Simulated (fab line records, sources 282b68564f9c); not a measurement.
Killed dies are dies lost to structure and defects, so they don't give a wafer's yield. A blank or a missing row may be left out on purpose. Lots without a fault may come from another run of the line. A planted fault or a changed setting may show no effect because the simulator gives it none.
fab line records | flow rit_cmos
record lots=14 wafers=42 last_day=7
route steps=202 shown ACTIVE@3 NRETRO@58 GATE@92 NSD@137 M1@202
lots that met no fault: from a run of the same line without faults
start_h: hours from the record's first day to the start of the lot's first wafer shown | wait_h: hours since the lot's step before | " the same as in the row above | L1.1+2: a row that stands for several wafers | - no value, or no start given | * or withheld: withheld | < > ~ a bound
route shown NAME@n: a module of which the file shows steps, and the number in the route of the first | usual: mean/standard deviation of fault-free wafers | same: alike in all rows | chamber/n: place in a boat | sites: the reading at each site | _std_site: their standard deviation | _edge_site: outer sites' mean less inner sites' | radius_mm: how far each site lies from the wafer's centre | mask NAME#n: copy n | behind: the tool/chamber that last shaped the wafer | hold: why the lot was held/for how many hours/how that ended | device: the transistor (n, p or np) that didn't switch | end of line: the same wafers' tests at the end of the route | a step without rows: its recipe alone | killed: dies lost to structure and defects at the first sort, not the wafer's yield | map: a wafer's dies, x killed, . not, _ none there
set.NAME: the setting as run; set.NAME@STEP: as run at that earlier step | model.NAME: the simulator's own value behind a step, which no gauge read
steps of the route over a sample of lots; a table a step, a row a wafer
## steps
# step RIT_ACTIVE_THK_MEAS_02
# recipe reads=SiO2_of_ACTIVE_OXIDATION_01
# usual ACTIVE_OXIDE_THK=46.8/0.89
# columns lot.wafer tool chamber start_h wait_h ACTIVE_OXIDE_THK[nm]
L887.3 film_metro-02 - 17.07 0.0 46.7
L887.4 " - " " 46.9
L887.6 " - " " 47.2
L889.1 film_metro-01 - 27.05 0.0 46.3
L889.3 " - " " 46.3
L889.5 " - " " 46.0
L890.2 film_metro-04 - 32.06 0.0 47.6
L890.4 " - " " 47.3
L890.5 " - " " 47.6
L891.1 film_metro-01 - 37.05 0.0 46.8
L891.2 " - " " 46.0
L891.6 " - " " 46.4
L892.3 film_metro-01 - 42.07 0.0 45.7
L892.4 " - " " 46.8
L892.6 " - " " 45.8
L893.1 film_metro-04 - 47.61 0.0 47.4
L893.5 " - " " 46.6
L893.6 " - " " 47.3
L894.2 film_metro-04 - 52.06 0.0 46.1
L894.3 " - " " 46.6
L894.4 " - " " 46.4
L895.4 film_metro-01 - 57.30 0.0 46.4
L895.5 " - " " 46.9
L895.6 " - " " 46.0
L899.1 film_metro-01 - 77.05 0.0 48.7
L899.2 " - " " 48.3
L899.6 " - " " 48.7
L901.1 film_metro-02 - 87.05 0.0 46.5
L901.3 " - " " 46.4
L901.6 " - " " 46.3
L903.4 film_metro-04 - 97.08 0.0 47.5
L903.5 " - " " 47.2
L903.6 " - " " 46.9
L905.4 film_metro-01 - 107.08 0.0 47.4
L905.5 " - " " 47.7
L905.6 " - " " 47.6
L906.2 film_metro-01 - 112.06 0.0 46.6
L906.3 " - " " 47.4
L906.4 " - " " 47.7
L908.4 film_metro-04 - 122.08 0.0 46.6
L908.5 " - " " 46.5
L908.6 " - " " 46.0
# step RIT_NRETRO_DEVELOP_05
# recipe resist=NOVOLAK develop_time_s=68 dev_temp_c=23
# usual developer_temp_C=22.99/0.098 resist_line_temp_C=23.00/0.1
# columns lot.wafer tool chamber start_h wait_h developer_temp_C resist_line_temp_C
L887.3 litho_track-02 0 33 - 23.16 22.81
L887.4 " 0 " " 23.23 22.74
L887.6 " 0 " " 23.13 22.94
L889.1 litho_track-04 0 44 - 22.95 22.91
L889.3 " 0 " " 22.98 23.09
L889.5 " 0 " " 22.96 23.06
L890.2 litho_track-04 0 50 - 22.93 22.95
L890.4 " 0 " " 23.16 22.84
L890.5 " 0 " " 23.00 22.87
L891.1 litho_track-04 0 54 - 22.87 23.01
L891.2 " 0 " " 22.87 23.01
L891.6 " 0 " " 22.95 23.01
L892.3 litho_track-01 0 59 - 23.00 23.02
L892.4 " 0 " " 23.03 22.83
L892.6 " 0 " " 22.97 23.10
L893.1 litho_track-01 0 64 - 22.99 23.16
L893.5 " 0 " " 22.83 23.07
L893.6 " 0 " " 22.82 23.06
L894.2 litho_track-01 0 68 - 23.20 22.94
L894.3 " 0 " " 23.11 22.87
L894.4 " 0 " " 23.17 22.79
L895.4 litho_track-04 0 75 - 22.95 22.96
L895.5 " 0 " " 22.98 22.89
L895.6 " 0 " " 22.94 22.91
L899.1 litho_track-04 0 93 - 23.85 22.89
L899.2 " 0 " " 23.85 23.03
L899.6 " 0 " " 23.94 23.06
L901.1 litho_track-04 0 104 - 23.90 22.94
L901.3 " 0 " " 23.87 23.00
L901.6 " 0 " " 23.79 22.96
L903.4 litho_track-01 0 115 - 23.00 23.07
L903.5 " 0 " " 22.86 23.12
L903.6 " 0 " " 22.93 23.04
L905.4 litho_track-01 0 124 - 23.01 23.16
L905.5 " 0 " " 22.96 22.97
L905.6 " 0 " " 22.88 22.98
L906.2 litho_track-01 0 128 - 22.97 23.11
L906.3 " 0 " " 22.97 23.07
L906.4 " 0 " " 22.93 23.16
L908.4 litho_track-01 0 139 - 22.91 22.98
L908.5 " 0 " " 22.91 23.10
L908.6 " 0 " " 22.94 22.90
# step RIT_GATE_CD_MEAS_16
# recipe target_cd_nm=150
# usual cd_nm=149.3/2.7
# columns lot.wafer tool chamber start_h wait_h cd_nm
L887.3 cd_sem-02 - 41.37 - 151.1
L887.4 " - " " 154.7
L887.6 " - " " 152.7
L889.1 cd_sem-02 - 51.76 - 144.6
L889.3 " - " " 147.5
L889.5 " - " " 146.6
L890.2 cd_sem-01 - 58.07 - 151.9
L890.4 " - " " 151.3
L890.5 " - " " 150.7
L891.1 cd_sem-02 - 61.58 - 154.2
L891.2 " - " " 155.3
L891.6 " - " " 155.6
L892.3 cd_sem-01 - 65.90 - 149.3
L892.4 " - " " 147.7
L892.6 " - " " 149.1
L893.1 cd_sem-01 - 71.31 - 150.7
L893.5 " - " " 149.4
L893.6 " - " " 149.8
L894.2 cd_sem-01 - 76.51 - 149.4
L894.3 " - " " 148.7
L894.4 " - " " 147.5
L895.4 cd_sem-01 - 83.16 - 145.8
L895.5 " - " " 148.0
L895.6 " - " " 148.6
L899.1 cd_sem-01 - 101.62 - 154.3
L899.2 " - " " 153.5
L899.6 " - " " 153.4
L901.1 cd_sem-02 - 111.88 - 145.8
L901.3 " - " " 148.7
L901.6 " - " " 149.7
L903.4 cd_sem-01 - 122.41 - 150.1
L903.5 " - " " 151.4
L903.6 " - " " 150.9
L905.4 cd_sem-02 - 131.45 - 150.9
L905.5 " - " " 148.7
L905.6 " - " " 149.9
L906.2 cd_sem-02 - 136.06 - 148.3
L906.3 " - " " 151.4
L906.4 " - " " 149.0
L908.4 cd_sem-01 - 146.45 - 148.7
L908.5 " - " " 146.6
L908.6 " - " " 145.8
# step RIT_NSD_OVL_MEAS_06
# usual NSD_OVL=0.1/1.3
# columns lot.wafer tool chamber start_h wait_h NSD_OVL[nm]
L887.3 overlay-02 - 52.06 - -1.2
L887.4 " - " " 0.6
L887.6 " - " " -0.7
L889.1 overlay-01 - 61.79 - 2.0
L889.3 " - " " 4.1
L889.5 " - " " -0.2
L890.2 overlay-01 - 68.32 - -1.6
L890.4 " - " " 0.8
L890.5 " - " " 0.3
L891.1 overlay-01 - 72.79 - -1.3
L891.2 " - " " -0.9
L891.6 " - " " -0.9
L892.3 overlay-01 - 77.15 - 0.5
L892.4 " - " " 0.6
L892.6 " - " " 1.2
L893.1 overlay-01 - 81.63 - -1.7
L893.5 " - " " -0.1
L893.6 " - " " -2.0
L894.2 overlay-02 - 88.48 - 1.5
L894.3 " - " " 2.0
L894.4 " - " " 0.0
L895.4 overlay-01 - 93.32 - 2.1
L895.5 " - " " 1.2
L895.6 " - " " 0.6
L899.1 overlay-02 - 111.83 - -0.1
L899.2 " - " " -1.5
L899.6 " - " " -1.0
L901.1 overlay-02 - 122.05 - 0.5
L901.3 " - " " 0.7
L901.6 " - " " -1.0
L903.4 overlay-01 - 132.82 - -0.2
L903.5 " - " " -0.5
L903.6 " - " " 1.1
L905.4 overlay-02 - 141.53 - 0.2
L905.5 " - " " 1.7
L905.6 " - " " 0.3
L906.2 overlay-01 - 147.29 - 0.6
L906.3 " - " " -0.2
L906.4 " - " " -0.6
L908.4 overlay-01 - 157.20 - 0.6
L908.5 " - " " -1.3
L908.6 " - " " 1.1
# step RIT_M1_PROBE_99
# usual killed_at_contacts=0.1/0.35 killed_at_front_end=6.6/2.7 killed_dies=6.7/2.8 killed_open=3.4/2.1 killed_short=3.3/1.8
# same gross_dies=264 killed_at_M0_to_M3=0 killed_at_M4_up=0 killed_at_back_side=0 killed_at_other=0
# columns lot.wafer tool chamber start_h wait_h killed_at_contacts killed_at_front_end killed_dies killed_open killed_short
L887.3 prober-01 - 62.05 0.2 0 6 6 6 0
L887.4 prober-01 - 62.10 0.2 0 2 2 0 2
L887.6 prober-01 - 62.20 0.2 0 7 7 3 4
L889.1 prober-01 - 71.84 0.1 0 3 3 1 2
L889.3 prober-01 - 71.94 0.2 0 1 1 0 1
L889.5 prober-01 - 72.04 0.2 0 10 10 5 5
L890.2 prober-02 - 78.50 0.1 1 7 8 6 2
L890.4 prober-02 - 78.60 0.2 0 4 4 3 1
L890.5 prober-02 - 78.65 0.2 0 9 9 6 3
L891.1 prober-01 - 82.58 0.1 0 5 5 2 3
L891.2 prober-01 - 82.63 0.1 0 1 1 1 0
L891.6 prober-01 - 82.83 0.2 0 2 2 1 1
L892.3 prober-02 - 87.06 0.2 0 10 10 5 5
L892.4 prober-02 - 87.11 0.2 1 7 8 6 2
L892.6 prober-02 - 87.21 0.2 0 10 10 3 7
L893.1 prober-01 - 91.45 0.1 0 10 10 7 3
L893.5 prober-01 - 91.65 0.2 0 3 3 1 2
L893.6 prober-01 - 91.70 0.2 0 8 8 2 6
L894.2 prober-02 - 98.73 0.1 0 5 5 2 3
L894.3 prober-02 - 98.78 0.2 0 7 7 5 2
L894.4 prober-02 - 98.83 0.2 0 6 6 1 5
L895.4 prober-01 - 103.82 0.2 0 8 8 7 1
L895.5 prober-01 - 103.87 0.2 0 5 5 4 1
L895.6 prober-01 - 103.92 0.2 1 12 13 8 5
L899.1 prober-01 - 121.77 0.1 0 10 10 5 5
L899.2 prober-01 - 121.82 0.1 0 11 11 5 6
L899.6 prober-01 - 122.02 0.2 0 8 8 4 4
L901.1 prober-01 - 132.20 0.1 0 8 8 3 5
L901.3 prober-01 - 132.30 0.2 0 12 12 6 6
L901.6 prober-01 - 132.45 0.2 0 7 7 4 3
L903.4 prober-01 - 143.04 0.2 0 9 9 6 3
L903.5 prober-01 - 143.09 0.2 0 6 6 4 2
L903.6 prober-01 - 143.14 0.2 0 4 4 3 1
L905.4 prober-01 - 151.81 0.2 1 8 9 4 5
L905.5 prober-01 - 151.86 0.2 0 7 7 4 3
L905.6 prober-01 - 151.91 0.2 0 4 4 3 1
L906.2 prober-02 - 157.28 0.1 0 10 10 5 5
L906.3 prober-02 - 157.33 0.2 0 8 8 5 3
L906.4 prober-02 - 157.38 0.2 0 11 11 5 6
L908.4 prober-02 - 170.04 0.2 0 2 2 1 1
L908.5 prober-02 - 170.09 0.2 0 4 4 3 1
L908.6 prober-02 - 170.14 0.2 0 11 11 8 3
# killed by level:class
L887.3 GATE:geometric_particle:open=4 SPACER:geometric_particle:open=1 SILICIDE:geometric_particle:open=1
L887.4 FOX1:geometric_particle:short=1 GATE:geometric_particle:short=1
L887.6 GATE:geometric_particle:open=3 GATE:geometric_particle:short=3 ACTIVE:geometric_particle:short=1
L889.1 REOX:geometric_particle:short=2 REOX:geometric_particle:open=1
L889.3 SILICIDE:geometric_particle:short=1
L889.5 GATE:geometric_particle:short=2 SPACER:geometric_particle:open=2 SILICIDE:geometric_particle:short=2 FOX2:geometric_particle:open=1 GATE:geometric_particle:open=1 SPACER:geometric_particle:short=1 SILICIDE:geometric_particle:open=1
L890.2 GATE:geometric_particle:open=2 FOX1:geometric_particle:open=1 FOX2:geometric_particle:short=1 GATE:geometric_particle:short=1 REOX:geometric_particle:open=1 SPACER:geometric_particle:open=1 CONTACT:geometric_particle:open=1
L890.4 GATE:geometric_particle:open=3 SILICIDE:geometric_particle:short=1
L890.5 GATE:geometric_particle:open=5 GATE:geometric_particle:short=1 REOX:geometric_particle:short=1 SPACER:geometric_particle:short=1 SILICIDE:geometric_particle:open=1
L891.1 GATE:geometric_particle:short=2 FOX2:geometric_particle:open=1 FOX2:geometric_particle:short=1 REOX:geometric_particle:open=1
L891.2 FOX1:geometric_particle:open=1
L891.6 FOX2:geometric_particle:open=1 SILICIDE:geometric_particle:short=1
L892.3 GATE:geometric_particle:open=3 REOX:geometric_particle:open=2 SILICIDE:geometric_particle:short=2 FOX1:geometric_particle:short=1 GATE:geometric_particle:short=1 REOX:geometric_particle:short=1
L892.4 GATE:geometric_particle:open=2 REOX:geometric_particle:open=2 GATE:geometric_particle:short=1 REOX:geometric_particle:short=1 SPACER:geometric_particle:open=1 CONTACT:geometric_particle:open=1
L892.6 SPACER:geometric_particle:short=5 FOX1:geometric_particle:short=2 FOX1:geometric_particle:open=1 FOX2:geometric_particle:open=1 SILICIDE:geometric_particle:open=1
L893.1 SILICIDE:geometric_particle:open=4 FOX1:geometric_particle:open=2 FOX1:geometric_particle:short=1 FOX2:geometric_particle:short=1 GATE:geometric_particle:open=1 SILICIDE:geometric_particle:short=1
L893.5 FOX1:geometric_particle:short=1 GATE:geometric_particle:open=1 SPACER:geometric_particle:short=1
L893.6 FOX1:geometric_particle:short=2 GATE:geometric_particle:short=2 FOX1:geometric_particle:open=1 REOX:geometric_particle:short=1 REOX:geometric_particle:open=1 SPACER:geometric_particle:short=1
L894.2 GATE:geometric_particle:open=1 REOX:geometric_particle:short=1 SPACER:geometric_particle:short=1 SILICIDE:geometric_particle:short=1 SILICIDE:geometric_particle:open=1
L894.3 FOX1:geometric_particle:open=3 GATE:geometric_particle:open=2 FOX1:geometric_particle:short=1 GATE:geometric_particle:short=1
L894.4 GATE:geometric_particle:short=4 GATE:geometric_particle:open=1 SILICIDE:geometric_particle:short=1
L895.4 GATE:geometric_particle:open=4 FOX1:geometric_particle:open=2 GATE:geometric_particle:short=1 SPACER:geometric_particle:open=1
L895.5 GATE:geometric_particle:open=2 FOX1:geometric_particle:open=1 GATE:geometric_particle:short=1 SPACER:geometric_particle:open=1
L895.6 GATE:geometric_particle:open=3 GATE:geometric_particle:short=3 FOX1:geometric_particle:open=2 FOX2:geometric_particle:short=1 REOX:geometric_particle:open=1 SPACER:geometric_particle:short=1 SILICIDE:geometric_particle:open=1 CONTACT:geometric_particle:open=1
L899.1 SPACER:geometric_particle:short=4 SPACER:geometric_particle:open=2 FOX1:geometric_particle:short=1 FOX2:geometric_particle:open=1 GATE:geometric_particle:open=1 REOX:geometric_particle:open=1
L899.2 FOX1:geometric_particle:short=2 FOX1:geometric_particle:open=2 FOX2:geometric_particle:open=1 GATE:geometric_particle:short=1 REOX:geometric_particle:short=1 REOX:geometric_particle:open=1 SPACER:geometric_particle:short=1 SILICIDE:geometric_particle:open=1
L899.6 FOX1:geometric_particle:short=2 GATE:geometric_particle:open=2 GATE:geometric_particle:short=2 FOX1:geometric_particle:open=1 FOX2:geometric_particle:open=1
L901.1 GATE:geometric_particle:short=3 FOX1:geometric_particle:open=2 FOX1:geometric_particle:short=2 REOX:geometric_particle:open=1
L901.3 GATE:geometric_particle:short=3 FOX1:geometric_particle:open=2 REOX:geometric_particle:short=2 REOX:geometric_particle:open=2 FOX2:geometric_particle:short=1 GATE:geometric_particle:open=1 SPACER:geometric_particle:open=1
L901.6 FOX1:geometric_particle:open=2 FOX1:geometric_particle:short=2 GATE:geometric_particle:open=1 REOX:geometric_particle:short=1 SILICIDE:geometric_particle:open=1
L903.4 GATE:geometric_particle:open=6 GATE:geometric_particle:short=2 REOX:geometric_particle:short=1
L903.5 GATE:geometric_particle:open=2 REOX:geometric_particle:open=1 REOX:geometric_particle:short=1 SILICIDE:geometric_particle:open=1 SILICIDE:geometric_particle:short=1
L903.6 FOX1:geometric_particle:open=2 GATE:geometric_particle:short=1 SILICIDE:geometric_particle:open=1
L905.4 GATE:geometric_particle:open=4 FOX1:geometric_particle:short=1 GATE:geometric_particle:short=1 REOX:geometric_particle:short=1 SILICIDE:geometric_particle:short=1 CONTACT:geometric_particle:short=1
L905.5 SPACER:geometric_particle:open=2 FOX1:geometric_particle:open=1 GATE:geometric_particle:short=1 REOX:geometric_particle:short=1 REOX:geometric_particle:open=1 SPACER:geometric_particle:short=1
L905.6 FOX1:geometric_particle:open=1 GATE:geometric_particle:open=1 REOX:geometric_particle:short=1 SPACER:geometric_particle:open=1
L906.2 SPACER:geometric_particle:open=3 FOX2:geometric_particle:short=2 ACTIVE:geometric_particle:short=1 GATE:geometric_particle:open=1 REOX:geometric_particle:short=1 SPACER:geometric_particle:short=1 SILICIDE:geometric_particle:open=1
L906.3 GATE:geometric_particle:open=2 GATE:geometric_particle:short=2 SPACER:geometric_particle:open=2 REOX:geometric_particle:short=1 SILICIDE:geometric_particle:open=1
L906.4 GATE:geometric_particle:short=4 GATE:geometric_particle:open=4 REOX:geometric_particle:short=1 SPACER:geometric_particle:open=1 SILICIDE:geometric_particle:short=1
L908.4 GATE:geometric_particle:short=1 GATE:geometric_particle:open=1
L908.5 FOX1:geometric_particle:open=2 GATE:geometric_particle:short=1 REOX:geometric_particle:open=1
L908.6 GATE:geometric_particle:open=7 FOX1:geometric_particle:short=1 GATE:geometric_particle:short=1 REOX:geometric_particle:open=1 SILICIDE:geometric_particle:short=1
## key
first_sign step=RIT_NRETRO_DEVELOP_05 reading=developer_temp_C direction=up sigmas=9 usual=* struck=*
effect none on later readings
met_at RIT_NRETRO_DEVELOP_05
struck_lots L899,L901
tester_left_out L899,L901
not_acting_at RIT_ACTIVE_THK_MEAS_02,RIT_GATE_CD_MEAS_16,RIT_NSD_OVL_MEAS_06
onset_between 75 93
fault kind=process_parameter_drift tool=litho_track-04 chamber=- onset_h=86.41 steps=RIT_NRETRO_DEVELOP_05 channel=dev_temp_c offset=* shape=step end_h=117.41 acts_in=* stated=*
# tester_left_out: of these lots the tester's yield and bins aren't shown, on N5 and GAA mostly nor the transistor test; their killed dies are dies lost to structure and defects alone, not to doping, threshold or leakage, so they don't give the yield
